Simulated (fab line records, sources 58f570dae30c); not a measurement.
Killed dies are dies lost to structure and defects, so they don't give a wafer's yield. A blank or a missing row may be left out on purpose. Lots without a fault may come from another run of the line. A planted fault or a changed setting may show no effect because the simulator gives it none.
Which tool did it? | flow berkeley_cmos170 | 15 lots, 45 wafers sampled, at 5 steps of a route of 331

WHAT THE GAUGES READ, wafer by wafer
UCB170_FIELD_THK_MEAS_90. Usual: FIELD_OXIDE_LEFT_1_THK 469 nm, standard deviation 12.
lot  | measured    | on            | FIELD_OXIDE_LEFT_1_THK (nm) | flag
L688 | day 4 09:08 | film_metro-04 | 465 464 471                 |
L689 | day 5 01:06 | film_metro-04 | 464 458 460                 |
L690 | day 5 06:44 | film_metro-03 | 452 459 446                 |
L694 | day 6 00:35 | film_metro-03 | 461 465 473                 |
L692 | day 6 00:36 | film_metro-04 | 471 468 473                 |
L695 | day 6 13:08 | film_metro-01 | 477 479 475                 |
L696 | day 6 13:11 | film_metro-04 | 498 491 494                 |
L697 | day 6 22:22 | film_metro-03 | 479 473 474                 |
L698 | day 7 01:58 | film_metro-03 | 450 461 454                 |
L700 | day 7 01:59 | film_metro-04 | 467 464 469                 |
L702 | day 7 13:13 | film_metro-03 | 466 466 468                 |
L701 | day 7 13:14 | film_metro-04 | 477 481 490                 |
L708 | day 9 05:50 | film_metro-04 | 455 456 462                 |
L709 | day 9 13:19 | film_metro-04 | 475 474 482                 |
L711 | day 9 13:19 | film_metro-01 | 478 485 477                 |

UCB170_PVT_OVL_MEAS_06. Usual: PVT_OVL 1 nm, standard deviation 6.2.
lot  | measured     | on         | PVT_OVL (nm) | flag
L688 | day 4 23:38  | overlay-02 | -4 4 -2      |
L689 | day 5 17:14  | overlay-02 | 1 -2 -8      |
L690 | day 5 22:53  | overlay-01 | -1 -6 2      |
L694 | day 6 21:01  | overlay-02 | 9 8 5        |
L692 | day 6 20:46  | overlay-02 | -1 -2 -4     |
L695 | day 7 06:01  | overlay-02 | 14 8 8       |
L696 | day 7 06:11  | overlay-01 | -2 -4 -14    |
L697 | day 7 16:50  | overlay-02 | 2 4 8        |
L698 | day 7 22:35  | overlay-02 | 5 -2 1       |
L700 | day 7 22:42  | overlay-01 | -14 -5 -15   |
L702 | day 8 09:19  | overlay-02 | 2 8 -2       |
L701 | day 8 09:03  | overlay-02 | 2 -1 -3      |
L708 | day 9 21:22  | overlay-02 | -3 1 -1      |
L709 | day 10 05:04 | overlay-01 | 10 6 6       |
L711 | day 10 04:49 | overlay-02 | -1 9 3       |

UCB170_SDANNEAL_RS_MEAS_04: measures by four-point-probe. Usual: PLDD_RS 1032 ohm/sq, standard deviation 3.2.
lot  | measured     | on            | PLDD_RS (ohm/sq)        | flag
L688 | day 5 22:28  | film_metro-04 | 1034 1033 1033          |
L689 | day 6 23:01  | film_metro-01 | 1028 1027 1029          |
L690 | day 7 08:28  | film_metro-04 | 1032 1034 1036          |
L694 | day 8 01:11  | film_metro-01 | 1030 1031 1031          |
L692 | day 8 01:20  | film_metro-02 | 1032 1031 1029          |
L695 | day 8 11:43  | film_metro-01 | 1030 1029 1027          |
L696 | day 8 11:32  | film_metro-04 | 1030 1029 1031          |
L697 | day 8 15:51  | film_metro-04 | 865 865 866 863 864 864 | OFF
L698 | day 9 01:46  | film_metro-01 | 861 864 865 862 863 864 | OFF
L700 | day 9 01:50  | film_metro-04 | 864 867 866 867 867 866 | OFF
L702 | day 9 14:24  | film_metro-02 | 1029 1032 1034          |
L701 | day 9 14:36  | film_metro-04 | 1033 1033 1036          |
L708 | day 11 01:24 | film_metro-01 | 1033 1030 1033          |
L709 | day 11 12:31 | film_metro-02 | 1033 1030 1029          |
L711 | day 11 13:02 | film_metro-04 | 1031 1037 1037          |

WHICH TOOL RAN EACH LOT (tool, then ch and the chambers of the sampled wafers, then the start)
lot  | UCB170_PLDD_STRIP_10                 | UCB170_SPACER_ANNEAL_02
L688 | plasma_asher-02 ch 0,1, day 5 12:38  | furnace-03 ch 0, day 5 15:52
L689 | plasma_asher-01 ch 0,1, day 6 09:28  | furnace-03 ch 0, day 6 16:13
L690 | plasma_asher-01 ch 0,1, day 6 19:13  | furnace-02 ch 0, day 7 01:35
L694 | plasma_asher-02 ch 0,1, day 7 11:47  | furnace-02 ch 0, day 7 17:27
L692 | plasma_asher-04 ch 0,1, day 7 11:31  | furnace-02 ch 0, day 7 17:27
L695 | plasma_asher-02 ch 0,1, day 7 23:22  | furnace-03 ch 0, day 8 05:31
L696 | plasma_asher-04 ch 0,1, day 7 23:35  | furnace-03 ch 0, day 8 05:31
L697 | plasma_asher-01 ch 0,1, day 8 05:10  | furnace-03 ch 0, day 8 09:46
L698 | plasma_asher-02 ch 0,1, day 8 13:00  | furnace-03 ch 0, day 8 18:34
L700 | plasma_asher-04 ch 0,1, day 8 13:11  | furnace-03 ch 0, day 8 18:34
L702 | plasma_asher-02 ch 0,1, day 8 22:56  | furnace-02 ch 0, day 9 05:30
L701 | plasma_asher-01 ch 0,1, day 8 23:14  | furnace-02 ch 0, day 9 05:30
L708 | plasma_asher-02 ch 0,1, day 10 14:50 | furnace-01 ch 0, day 10 19:26
L709 | plasma_asher-02 ch 0, day 10 23:14   | furnace-02 ch 0, day 11 05:42
L711 | plasma_asher-04 ch 0,1, day 10 23:30 | furnace-02 ch 0, day 11 05:42
- UCB170_PLDD_STRIP_10: strips in O2.
- UCB170_SPACER_ANNEAL_02: time 1800 s.

WHAT THE TOOLS THEMSELVES READ (means of the sampled wafers that have a number; where no wafer has one, the mark that the record gives instead)
UCB170_PLDD_STRIP_10. Usual: drypump_motor_current_A 5.6 A, standard deviation 0.52; oes_product_au 0.735 a.u., standard deviation 0.0043; strip_time_to_endpoint_s 21.61 s, standard deviation 0.068.
lot  | tool            | drypump_motor_current_A (A) | oes_product_au (a.u.) | strip_time_to_endpoint_s (s) | flag
L688 | plasma_asher-02 | 6.0                         | 0.735                 | 21.65                        |
L689 | plasma_asher-01 | 5.4                         | 0.734                 | 21.52                        |
L690 | plasma_asher-01 | 5.8                         | 0.735                 | 21.58                        |
L694 | plasma_asher-02 | 5.7                         | 0.736                 | 21.62                        |
L692 | plasma_asher-04 | 5.5                         | 0.736                 | 21.62                        |
L695 | plasma_asher-02 | 6.0                         | 0.730                 | 21.72                        |
L696 | plasma_asher-04 | 5.4                         | 0.737                 | 21.60                        |
L697 | plasma_asher-01 | 5.8                         | 0.735                 | 21.61                        |
L698 | plasma_asher-02 | 6.0                         | 0.740                 | 21.67                        |
L700 | plasma_asher-04 | 5.1                         | 0.735                 | 21.62                        |
L702 | plasma_asher-02 | 5.7                         | 0.736                 | 21.57                        |
L701 | plasma_asher-01 | 5.5                         | 0.735                 | 21.57                        |
L708 | plasma_asher-02 | 5.7                         | 0.733                 | 21.63                        |
L709 | plasma_asher-02 | 6.2                         | 0.737                 | 21.74                        |
L711 | plasma_asher-04 | 5.5                         | 0.735                 | 21.54                        |

UCB170_SPACER_ANNEAL_02. Usual: spike_tc_centre_C 902.9 C, standard deviation 1; spike_tc_load_C 927.0 C, standard deviation 2.7; spike_tc_source_C 925 C, standard deviation 3.2; tube_center_temp_C 900 C, standard deviation 0.084; tube_center_temp_C_max 902.4, standard deviation 0.41; zone_power_load_pct 23.3 %, standard deviation 0.53.
lot  | tool       | spike_tc_centre_C (C) | spike_tc_load_C (C) | spike_tc_source_C (C) | tube_center_temp_C (C) | tube_center_temp_C_max | zone_power_load_pct (%) | flag
L688 | furnace-03 | 902.5                 | 930.3               | 921                   | 900                    | 902.2                  | 23.6                    |
L689 | furnace-03 | 903.7                 | 929.9               | 920                   | 900                    | 902.0                  | 23.5                    |
L690 | furnace-02 | 903.4                 | 925.5               | 928                   | 900                    | 902.6                  | 23.0                    |
L694 | furnace-02 | 902.2                 | 926.2               | 927                   | 900                    | 902.9                  | 22.9                    |
L692 | furnace-02 | 902.3                 | 924.7               | 929                   | 900                    | 902.2                  | 22.8                    |
L695 | furnace-03 | 903.4                 | 930.2               | 922                   | 900                    | 902.5                  | 23.6                    |
L696 | furnace-03 | 902.3                 | 931.5               | 921                   | 900                    | 902.2                  | 23.7                    |
L697 | furnace-03 | 971.2                 | 1000.5              | 991                   | 969                    | 971.5                  | 28.3                    | OFF
L698 | furnace-03 | 971.8                 | 999.1               | 991                   | 969                    | 971.3                  | 28.4                    | OFF
L700 | furnace-03 | 972.5                 | 999.9               | 991                   | 969                    | 971.2                  | 28.1                    | OFF
L702 | furnace-02 | 902.5                 | 925.5               | 928                   | 900                    | 902.3                  | 22.9                    |
L701 | furnace-02 | 903.5                 | 925.2               | 927                   | 900                    | 902.1                  | 23.1                    |
L708 | furnace-01 | 903.2                 | 925.5               | 923                   | 900                    | 901.9                  | 24.4                    |
L709 | furnace-02 | 903.2                 | 924.9               | 928                   | 900                    | 902.3                  | 22.8                    |
L711 | furnace-02 | 902.6                 | 924.3               | 927                   | 900                    | 902.5                  | 22.9                    |

THE ANSWER, worked out from the rows above alone
Rule: a lot is off if the mean of its wafers that have a number lies more than 3 standard deviations from the usual mean. A lot without any number at a reading at which 4 lots or more have one is off too. The other lots that the step has rows for count as sound. The gauges are gone through in route order, then the tools' own readings, and for those a lot's mean is taken as printed above. The first step at which some lot is off is used, and at that step the reading that is off furthest; a lot without a number counts as furthest.
Off: L697, L698, L700, at UCB170_SDANNEAL_RS_MEAS_04 (PLDD_RS).
A tool fits if, at a process step before that reading, it ran every lot that is off, and no sound lot after the first of them. The gauges at UCB170_SDANNEAL_RS_MEAS_04 aren't tried: what is off there is off at UCB170_SPACER_ANNEAL_02 too, on other tools, and a gauge's error can't cause that. One fits: furnace-03 at UCB170_SPACER_ANNEAL_02. Its last sound lot is L695 (day 8 05:31), its first lot that is off L697 (day 8 09:46): a fault that began between those two fits.
The tool's own readings at UCB170_SPACER_ANNEAL_02 bear it out: on the lots that are off they differ by more than 5 times the standard deviation of the sound lots' means. spike_tc_centre_C reads 971.8 C there against 902.9 C on the sound lots; spike_tc_load_C reads 999.8 C there against 927.0 C on the sound lots; spike_tc_source_C reads 991 C there against 925 C on the sound lots; tube_center_temp_C reads 969 C there against 900 C on the sound lots; tube_center_temp_C_max reads 971.3 there against 902.3 on the sound lots; zone_power_load_pct reads 28.3 % there against 23.3 % on the sound lots.

WHAT THE SIMULATOR HAD PUT IN
Process parameter drift: furnace-03, from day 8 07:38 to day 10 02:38, at UCB170_SPACER_ANNEAL_02. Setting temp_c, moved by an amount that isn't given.
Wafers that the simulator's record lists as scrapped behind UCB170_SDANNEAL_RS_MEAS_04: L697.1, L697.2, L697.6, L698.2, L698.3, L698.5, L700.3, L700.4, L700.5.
Lots struck among those shown: L697, L698, L700. The rule above found the same.
